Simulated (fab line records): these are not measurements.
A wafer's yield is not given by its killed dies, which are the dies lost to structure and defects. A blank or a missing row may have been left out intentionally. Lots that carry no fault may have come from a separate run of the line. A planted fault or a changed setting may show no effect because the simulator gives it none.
fab line records	flow rit-cmos
record: lots: 7	wafers: 21	last-day: 7
route steps=202 shown PWELL@44 WELLDRIVE@50 NWELL@51 NRETRO@53 M1@202
lots untouched by any fault: they come from a run of this same line in which no faults occurred
start-h: start of the lot's first displayed wafer, in hours after the record's first day	wait-h: hours since the lot's step before	" identical to the entry in the row above	L1.1+2: a single row standing in for several wafers	- no value, or no start was given	* or withheld: withheld	< > ~ a bound
route shown NAME@n: a module of which the file shows steps, and the number in the route of the first	usual: mean/standard deviation taken from wafers without a fault	same: alike in all rows	chamber/n: place in a boat	sites: readings site by site	_std_site: standard deviation of those values	_edge_site: inner sites' mean taken away from outer sites' mean	radius-mm: how far each site lies from the wafer's centre	mask NAME#n: copy n	behind: the last tool/chamber to shape the wafer	hold: why the lot went on hold/how many hours it stayed there/how the hold came to an end	device: which transistor (n, p or np) failed to switch	end of line: the route-end tests of the same wafers	where a step has no rows: the recipe by itself	killed: count of dies lost to structure and defects at first sort (not the wafer's yield)	map: the dies of a wafer, with x for killed, . for not killed, _ for no die there
set.NAME: the setting the step ran with; set.NAME@STEP: the setting that earlier step ran with	model.NAME: the simulator's own value behind a step, which no gauge read
certain route steps with their lots: each step a table, each wafer a row
services: a tool's chamber out of use, with start hour (start-h, from the record's first day; less than 0 if before it), hours out, and reason
== steps ==
step: RIT_PWELL_DEVELOP_05
recipe: resist: NOVOLAK	develop-time-s: 68	dev-temp-c: 23
step: RIT_PWELL_OVL_MEAS_06
usual: PWELL_OVL: -0.2/1.4
lot.wafer	tool	chamber	start-h	wait-h	PWELL_OVL[nm]
L495.3	overlay-01	-	47.03	-	1.5
L495.4	"	-	"	"	0.4
L495.6	"	-	"	"	2.5
L498.2	overlay-01	-	63.40	-	0.8
L498.3	"	-	"	"	1.6
L498.4	"	-	"	"	-0.1
L500.1	overlay-02	-	71.98	-	-0.3
L500.2	"	-	"	"	-1.7
L500.5	"	-	"	"	-0.8
L501.2	overlay-02	-	78.25	-	0.5
L501.3	"	-	"	"	0.1
L501.5	"	-	"	"	1.0
L505.1	overlay-01	-	97.05	-	-0.4
L505.4	"	-	"	"	1.7
L505.6	"	-	"	"	-2.1
L506.1	overlay-01	-	102.21	-	-1.3
L506.2	"	-	"	"	-3.1
L506.4	"	-	"	"	0.4
L509.2	overlay-02	-	118.67	-	-2.7
L509.4	"	-	"	"	-3.1
L509.5	"	-	"	"	-2.1
step: RIT_PWELL_HARDBAKE_07
recipe: resist: NOVOLAK	temp-c: 140	time-s: 120
step: RIT_PWELL_IMPLANT_08
recipe: species: B	energy-kev: 170	dose-cm2: 7e+13	tilt-deg: 7
step: RIT_PWELL_STRIP_09
recipe: chemistry: O2	time-s: 180	resist: NOVOLAK	platen-temp-c: withheld	power-w: 500	pressure-mtorr: 4000	o2-flow-sccm: 4000
usual: drypump-motor-current-A: 5.6/0.44
lot.wafer	tool	chamber	start-h	wait-h	drypump-motor-current-A	rf-hours-counter-h
L495.3	plasma-asher-01	1	47.51	0.1	6.1	-
L495.4	"	0	"	"	5.3	-
L495.6	"	0	"	"	5.3	-
L498.2	plasma-asher-01	0	63.83	0.1	5.3	42
L498.3	"	1	"	"	6.2	-
L498.4	"	0	"	"	5.3	-
L500.1	plasma-asher-03	0	72.41	0.1	5.0	43
L500.2	"	1	"	"	5.8	43
L500.5	"	0	"	"	5.0	-
L501.2	plasma-asher-01	1	78.68	0.1	6.2	43
L501.3	"	0	"	"	5.3	-
L501.5	"	0	"	"	5.3	-
L505.1	plasma-asher-01	0	97.67	0.1	5.3	45
L505.4	"	0	"	"	5.3	-
L505.6	"	1	"	"	6.2	-
L506.1	plasma-asher-03	0	102.64	0.1	5.0	46
L506.2	"	1	"	"	5.8	46
L506.4	"	1	"	"	5.8	-
L509.2	plasma-asher-04	0	119.10	0.1	5.7	33
L509.4	"	0	"	"	5.7	-
L509.5	"	0	"	"	5.7	-
step: RIT_PWELL_TW_MEAS_10
usual: PWELL_TW: 956/8.3
lot.wafer	tool	chamber	start-h	wait-h	PWELL_TW
L495.3	film-metro-01	-	47.65	0.1	973
L495.4	"	-	"	"	960
L495.6	"	-	"	"	962
L498.2	film-metro-03	-	64.01	0.1	950
L498.3	"	-	"	"	954
L498.4	"	-	"	"	954
L500.1	film-metro-01	-	72.59	0.1	963
L500.2	"	-	"	"	963
L500.5	"	-	"	"	965
L501.2	film-metro-01	-	78.86	0.1	964
L501.3	"	-	"	"	966
L501.5	"	-	"	"	969
L505.1	film-metro-01	-	97.84	0.1	958
L505.4	"	-	"	"	964
L505.6	"	-	"	"	962
L506.1	film-metro-01	-	102.82	0.1	967
L506.2	"	-	"	"	964
L506.4	"	-	"	"	959
L509.2	film-metro-02	-	119.28	0.1	950
L509.4	"	-	"	"	947
L509.5	"	-	"	"	948
step: RIT_WELLDRIVE_ANNEAL_00
recipe: temp-c: 1100	time-s: 14700	ambient: N2
step: RIT_WELLDRIVE_RS_MEAS_01
recipe: thk-meas-gauge: four-point-probe
usual: NWELL_RS: 275.3/0.82
lot.wafer	tool	chamber	start-h	wait-h	NWELL_RS[ohm/sq]
L495.3	film-metro-03	-	53.59	0.0	275.7
L495.4	"	-	"	"	275.4
L495.6	"	-	"	"	275.3
L498.2	film-metro-02	-	69.55	0.0	275.9
L498.3	"	-	"	"	276.7
L498.4	"	-	"	"	275.8
L500.1	film-metro-01	-	77.73	0.0	274.6
L500.2	"	-	"	"	273.9
L500.5	"	-	"	"	273.8
L501.2	film-metro-01	-	84.01	0.0	275.1
L501.3	"	-	"	"	274.7
L501.5	"	-	"	"	276.0
L505.1	film-metro-02	-	102.99	0.0	275.1
L505.4	"	-	"	"	274.7
L505.6	"	-	"	"	274.7
L506.1	film-metro-02	-	108.07	0.0	274.9
L506.2	"	-	"	"	274.9
L506.4	"	-	"	"	274.3
L509.2	film-metro-03	-	124.44	0.0	275.8
L509.4	"	-	"	"	275.8
L509.5	"	-	"	"	276.7
step: RIT_WELLDRIVE_RS_MEAS_02
recipe: thk-meas-gauge: four-point-probe
usual: PWELL_RS: 429.5/1.2
lot.wafer	tool	chamber	start-h	wait-h	PWELL_RS[ohm/sq]
L495.3	film-metro-03	-	53.71	0.1	433.0
L495.4	"	-	"	"	432.0
L495.6	"	-	"	"	431.9
L498.2	film-metro-02	-	69.67	0.1	430.0
L498.3	"	-	"	"	428.6
L498.4	"	-	"	"	429.8
L500.1	film-metro-01	-	77.85	0.1	430.6
L500.2	"	-	"	"	429.4
L500.5	"	-	"	"	429.4
L501.2	film-metro-01	-	84.13	0.1	426.7
L501.3	"	-	"	"	427.5
L501.5	"	-	"	"	427.4
L505.1	film-metro-02	-	103.11	0.1	431.1
L505.4	"	-	"	"	430.2
L505.6	"	-	"	"	431.4
L506.1	film-metro-02	-	108.19	0.1	430.4
L506.2	"	-	"	"	429.5
L506.4	"	-	"	"	430.0
L509.2	film-metro-03	-	124.56	0.1	429.2
L509.4	"	-	"	"	429.9
L509.5	"	-	"	"	430.4
step: RIT_NRETRO_HMDS_00
recipe: prime-time-s: 60	prime-temp-c: 140
step: RIT_NRETRO_COAT_01
recipe: resist: NOVOLAK	spin-rpm: 2000	resist-thk-nm: 1300
step: RIT_NRETRO_SOFTBAKE_02
recipe: resist: NOVOLAK	temp-c: 90.92	time-s: 60
step: RIT_NRETRO_EXPOSE_03
recipe: mask-id: M4	na: 0.57	target-cd-nm: 43900	dose-mj: 250
lot.wafer	tool	chamber	start-h	wait-h	mask	model.NRETRO.overlay-x-nm
L495.3+4+6	iline-stepper-01	0	54.40	0.2	M4#0	-0.8418
L498.2+3+4	iline-stepper-02	0	70.23	0.1	M4#0	0.3931
L500.1+2+5	iline-stepper-01	0	78.42	0.1	M4#0	-0.03797
L501.2+3+5	iline-stepper-02	0	84.83	0.2	M4#0	-180.9
L505.1+4+6	iline-stepper-02	0	103.80	0.2	M4#0	-180.1
L506.1+2+4	iline-stepper-02	0	108.76	0.1	M4#0	-180.1
L509.2+4+5	iline-stepper-01	0	125.13	0.1	M4#0	0.02091
step: RIT_NRETRO_PEB_04
recipe: resist: NOVOLAK	temp-c: withheld	time-s: withheld
step: RIT_NRETRO_DEVELOP_05
recipe: resist: NOVOLAK	develop-time-s: 68	dev-temp-c: 23
step: RIT_NRETRO_OVL_MEAS_06
usual: NRETRO_OVL: -0.1/2
lot.wafer	tool	chamber	start-h	wait-h	NRETRO_OVL[nm]
L495.3	overlay-02	-	54.80	-	-1.5
L495.4	"	-	"	"	-3.1
L495.6	"	-	"	"	-3.2
L498.2	overlay-02	-	70.65	-	-3.1
L498.3	"	-	"	"	-1.4
L498.4	"	-	"	"	-1.8
L500.1	overlay-01	-	78.85	-	0.0
L500.2	"	-	"	"	-0.3
L500.5	"	-	"	"	2.0
L501.2	overlay-01	-	85.25	-	-182.5
L501.3	"	-	"	"	-181.3
L501.5	"	-	"	"	-184.4
L505.1	overlay-01	-	104.23	-	-179.6
L505.4	"	-	"	"	-178.6
L505.6	"	-	"	"	-181.4
L506.1	overlay-02	-	109.19	-	-182.4
L506.2	"	-	"	"	-183.4
L506.4	"	-	"	"	-183.1
L509.2	overlay-02	-	125.54	-	1.5
L509.4	"	-	"	"	1.6
L509.5	"	-	"	"	0.2
step: RIT_NRETRO_HARDBAKE_07
recipe: resist: NOVOLAK	temp-c: 140	time-s: 120
step: RIT_M1_PROBE_99
usual: killed-at-contacts: 0.1/0.34	killed-at-front-end: 7/3	killed-dies: 7/3.1	killed-open: 3.4/1.9	killed-short: 3.4/2.1
same: gross-dies: 264	killed_at_M0_to_M3: 0	killed_at_M4_up: 0	killed-at-back-side: 0	killed-at-other: 0
lot.wafer	tool	chamber	start-h	wait-h	killed-at-contacts	killed-at-front-end	killed-dies	killed-open	killed-short	model.etest.retro-edge-nmos.off-log10-a-um	model.etest.retro-edge-pmos.off-log10-a-um
L495.3	prober-01	-	82.98	0.2	0	4	4	3	1	-9.782	-10.12
L495.4	prober-01	-	83.03	0.2	0	3	3	3	0	-9.57	-10.14
L495.6	prober-01	-	83.13	0.2	0	7	7	3	4	-9.16	-9.898
L498.2	prober-02	-	98.65	0.1	0	16	16	4	12	-9.616	-9.898
L498.3	prober-02	-	98.70	0.2	0	6	6	3	3	-9.819	-9.69
L498.4	prober-02	-	98.75	0.2	1	10	11	6	5	-9.792	-10.08
L500.1	prober-02	-	106.32	0.1	0	4	4	4	0	-9.924	-10.16
L500.2	prober-02	-	106.37	0.1	0	3	3	1	2	-9.952	-10.08
L500.5	prober-02	-	106.52	0.2	0	2	2	0	2	-9.813	-10.2
L501.2	prober-01	-	113.19	0.1	1	3	4	1	1	-8.928	-9.089
L501.3	prober-01	-	113.24	0.2	0	3	3	1	1	-8.656	-8.727
L501.5	prober-01	-	113.34	0.2	0	4	4	1	3	-8.425	-8.705
L505.1	prober-01	-	132.24	0.1	0	6	6	3	3	-8.566	-9.025
L505.4	prober-01	-	132.39	0.2	0	6	6	2	4	-8.248	-9.014
L505.6	prober-01	-	132.49	0.2	0	10	10	5	5	-8.098	-8.606
L506.1	prober-02	-	138.22	0.1	0	9	9	3	6	-9.144	-8.658
L506.2	prober-02	-	138.27	0.1	0	10	10	6	4	-8.778	-8.689
L506.4	prober-02	-	138.37	0.2	0	2	2	2	0	-8.505	-8.673
L509.2	prober-02	-	156.08	0.1	0	3	3	1	2	-9.683	-10.11
L509.4	prober-02	-	156.18	0.2	0	8	8	4	4	-9.468	-9.955
L509.5	prober-02	-	156.23	0.2	0	10	10	5	5	-9.526	-10.17
killed by level:class
L495.3 FOX2:geometric-particle:open=1 REOX:geometric-particle:open=1 REOX:geometric-particle:short=1 SPACER:geometric-particle:open=1
L495.4 FOX1:geometric-particle:open=1 GATE:geometric-particle:open=1 REOX:geometric-particle:open=1
L495.6 FOX2:geometric-particle:open=2 FOX2:geometric-particle:short=1 GATE:geometric-particle:short=1 REOX:geometric-particle:short=1 SPACER:geometric-particle:short=1 SPACER:geometric-particle:open=1
L498.2 GATE:geometric-particle:short=5 FOX1:geometric-particle:short=2 REOX:geometric-particle:short=2 GATE:geometric-particle:open=2 SPACER:geometric-particle:short=2 FOX1:geometric-particle:open=1 FOX2:geometric-particle:open=1 FOX2:geometric-particle:short=1
L498.3 GATE:geometric-particle:open=2 SPACER:geometric-particle:short=2 GATE:geometric-particle:short=1 SILICIDE:geometric-particle:open=1
L498.4 GATE:geometric-particle:short=4 SPACER:geometric-particle:open=4 GATE:geometric-particle:open=1 REOX:geometric-particle:open=1 CONTACT:geometric-particle:short=1
L500.1 SPACER:geometric-particle:open=2 FOX1:geometric-particle:open=1 GATE:geometric-particle:open=1
L500.2 FOX1:geometric-particle:open=1 FOX1:geometric-particle:short=1 GATE:geometric-particle:short=1
L500.5 FOX1:geometric-particle:short=1 SPACER:geometric-particle:short=1
L501.2 NSD:coat-microbubble-printed=2 FOX1:geometric-particle:short=1 CONTACT:geometric-particle:open=1
L501.3 FOX1:geometric-particle:open=1 SILICIDE:geometric-particle:short=1 NSD:coat-microbubble-printed=1
L501.5 GATE:geometric-particle:short=2 REOX:geometric-particle:open=1 SPACER:geometric-particle:short=1
L505.1 GATE:geometric-particle:short=3 FOX1:geometric-particle:open=1 SPACER:geometric-particle:open=1 SILICIDE:geometric-particle:open=1
L505.4 GATE:geometric-particle:short=2 FOX1:geometric-particle:short=1 FOX2:geometric-particle:short=1 GATE:geometric-particle:open=1 SPACER:geometric-particle:open=1
L505.6 GATE:geometric-particle:short=2 SILICIDE:geometric-particle:open=2 FOX1:geometric-particle:open=1 FOX2:geometric-particle:open=1 REOX:geometric-particle:short=1 SPACER:geometric-particle:short=1 SPACER:geometric-particle:open=1 SILICIDE:geometric-particle:short=1
L506.1 REOX:geometric-particle:short=3 FOX1:geometric-particle:short=2 GATE:geometric-particle:open=2 GATE:geometric-particle:short=1 REOX:geometric-particle:open=1
L506.2 FOX1:geometric-particle:open=4 FOX1:geometric-particle:short=2 GATE:geometric-particle:open=2 GATE:geometric-particle:short=1 SILICIDE:geometric-particle:short=1
L506.4 FOX2:geometric-particle:open=1 SILICIDE:geometric-particle:open=1
L509.2 GATE:geometric-particle:short=2 SILICIDE:geometric-particle:open=1
L509.4 GATE:geometric-particle:short=4 GATE:geometric-particle:open=2 SPACER:geometric-particle:open=2
L509.5 GATE:geometric-particle:short=2 SPACER:geometric-particle:open=2 FOX1:geometric-particle:short=1 FOX1:geometric-particle:open=1 FOX2:geometric-particle:open=1 GATE:geometric-particle:open=1 REOX:geometric-particle:short=1 SPACER:geometric-particle:short=1
== services ==
tool	chamber	start-h	hours	kind
iline-stepper-02	-	58.13	2.1	pm
iline-stepper-02	-	60.22	-	consumable-replace:lamp
iline-stepper-01	0	79.40	-	calibration
iline-stepper-02	-	96.92	3.0	repair
iline-stepper-01	-	107.89	1.7	pm
plasma-asher-01	-	108.75	9.0	pm
plasma-asher-01	0	108.75	9.0	vent-cycle
plasma-asher-01	1	108.75	9.0	vent-cycle
plasma-asher-01	0	117.75	-	clean
plasma-asher-01	1	117.75	-	clean
== key ==
first-sign: step: RIT_NRETRO_OVL_MEAS_06	reading: NRETRO_OVL	direction: down	sigmas: 91	usual: -0.1	struck: -181.9
effect none on later readings
model-effect: step: RIT_NRETRO_EXPOSE_03	value: NRETRO.overlay-x-nm	without: -0.3678	struck: -180.4
model-effect: step: RIT_M1_PROBE_99	value: etest.retro-edge-nmos.off-log10-a-um	without: -9.905	struck: -8.594
met-at RIT_NRETRO_EXPOSE_03
struck-wafers L501.2,L501.3,L501.5,L505.1,L505.4,L505.6,L506.1,L506.2,L506.4
tester-left-out L501,L505,L506
onset-between 70.23 84.83
fault: kind: scanner-matching-overlay	tool: iline-stepper-02	chamber: -	onset-h: 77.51	steps: RIT_NRETRO_EXPOSE_03	offset: -180
tester-left-out: of these lots the tester's yield and bins aren't shown, on N5 and GAA mostly nor the transistor test; their killed dies are dies lost to structure and defects alone, not to doping, threshold or leakage, so they don't give the yield
